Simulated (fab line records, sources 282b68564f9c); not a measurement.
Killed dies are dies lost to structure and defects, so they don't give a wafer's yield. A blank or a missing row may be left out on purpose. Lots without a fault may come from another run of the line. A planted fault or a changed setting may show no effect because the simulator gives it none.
Which tool did it? | flow rit_cmos | 13 lots, 39 wafers sampled, at 2 steps of a route of 202

WHAT THE GAUGES READ, wafer by wafer
RIT_GATE_THK_MEAS_09.
lot  | measured    | on            | GATE_POLY_THK (nm)
L657 | day 2 12:37 | film_metro-02 | 250.8 250.1 252.4
L658 | day 2 16:31 | film_metro-03 | 248.5 250.0 248.6
L659 | day 2 21:02 | film_metro-04 | 249.2 250.2 249.3
L660 | day 3 02:58 | film_metro-03 | 250.3 250.9 250.8
L661 | day 3 07:43 | film_metro-03 | 246.4 245.7 248.8
L662 | day 3 13:26 | film_metro-04 | 249.3 251.4 250.8
L663 | day 3 18:02 | film_metro-03 | 249.2 248.6 248.7
L664 | day 4 04:35 | film_metro-03 | 251.5 249.7 249.9
L668 | day 4 21:44 | film_metro-03 | 251.4 248.8 247.3
L669 | day 5 01:00 | film_metro-02 | 251.8 252.1 250.4
L673 | day 5 19:10 | film_metro-04 | 250.5 250.8 250.3
L678 | day 6 21:40 | film_metro-03 | 218.8 221.7 219.5
L679 | day 7 01:22 | film_metro-04 | 252.7 250.1 249.6

WHICH TOOL RAN EACH LOT (tool, then ch and the chambers of the sampled wafers, then the start)
lot  | RIT_GATE_CVD_08
L657 | lpcvd-02 ch 0, day 2 10:59
L658 | lpcvd-02 ch 1, day 2 14:53
L659 | lpcvd-01 ch 0, day 2 19:24
L660 | lpcvd-02 ch 0, day 3 01:22
L661 | lpcvd-02 ch 1, day 3 06:05
L662 | lpcvd-01 ch 0, day 3 11:00
L663 | lpcvd-01 ch 0, day 3 15:35
L664 | lpcvd-02 ch 1, day 4 02:58
L668 | lpcvd-01 ch 0, day 4 19:17
L669 | lpcvd-01 ch 0, day 4 23:22
L673 | lpcvd-01 ch 0, day 5 17:32
L678 | lpcvd-02 ch 0, day 6 19:14
L679 | lpcvd-01 ch 0, day 6 23:45
- RIT_GATE_CVD_08: deposits poly-Si from SiH4, target thk 250 nm, time 2220 s.

WHAT THE TOOLS THEMSELVES READ (means of the sampled wafers that have a number; where no wafer has one, the mark that the record gives instead)
RIT_GATE_CVD_08.
lot  | tool     | sih4_flow_sccm (sccm) | zone_power_source_pct (%)
L657 | lpcvd-02 | 100.15                | 12.6
L658 | lpcvd-02 | 99.83                 | 12.4
L659 | lpcvd-01 | 100.20                | 11.9
L660 | lpcvd-02 | 100.06                | 12.5
L661 | lpcvd-02 | 99.88                 | 12.4
L662 | lpcvd-01 | 100.07                | 11.7
L663 | lpcvd-01 | 100.17                | 11.8
L664 | lpcvd-02 | 100.36                | 12.5
L668 | lpcvd-01 | 99.92                 | 11.7
L669 | lpcvd-01 | 99.66                 | 11.8
L673 | lpcvd-01 | 100.35                | 11.7
L678 | lpcvd-02 | 100.07                | 12.5
L679 | lpcvd-01 | 100.07                | 11.7

THE ANSWER, worked out from the rows above alone
Rule: what is usual is taken from the lots themselves. Put in order of their means at a reading, lots are off if they are a third of the lots or fewer, leave a main group of 4 or more, and stand apart from it by a gap of 3 or more times the standard deviation of the main group's means; of several such gaps the widest counts. A main group whose means are all the same, to the digits that the tables above print for the reading, isn't used. A lot without any number at a reading at which 4 lots or more have one is off too. The other lots that the step has rows for count as sound. The gauges are gone through in route order, then the tools' own readings, and for those a lot's mean is taken as printed above. The first step at which some lot is off is used, and at that step the reading that is off furthest; a lot without a number counts as furthest.
Off: L678, at RIT_GATE_THK_MEAS_09 (GATE_POLY_THK). The main group: mean 249.9 nm, standard deviation 1.2.
A tool fits if, at a process step before that reading, it ran every lot that is off, and no sound lot after the first of them. The gauges at RIT_GATE_THK_MEAS_09 are tried like those tools. Can't be told from this: 2 tools fit, lpcvd-02 at RIT_GATE_CVD_08, film_metro-03 at RIT_GATE_THK_MEAS_09.

WHAT THE SIMULATOR HAD PUT IN
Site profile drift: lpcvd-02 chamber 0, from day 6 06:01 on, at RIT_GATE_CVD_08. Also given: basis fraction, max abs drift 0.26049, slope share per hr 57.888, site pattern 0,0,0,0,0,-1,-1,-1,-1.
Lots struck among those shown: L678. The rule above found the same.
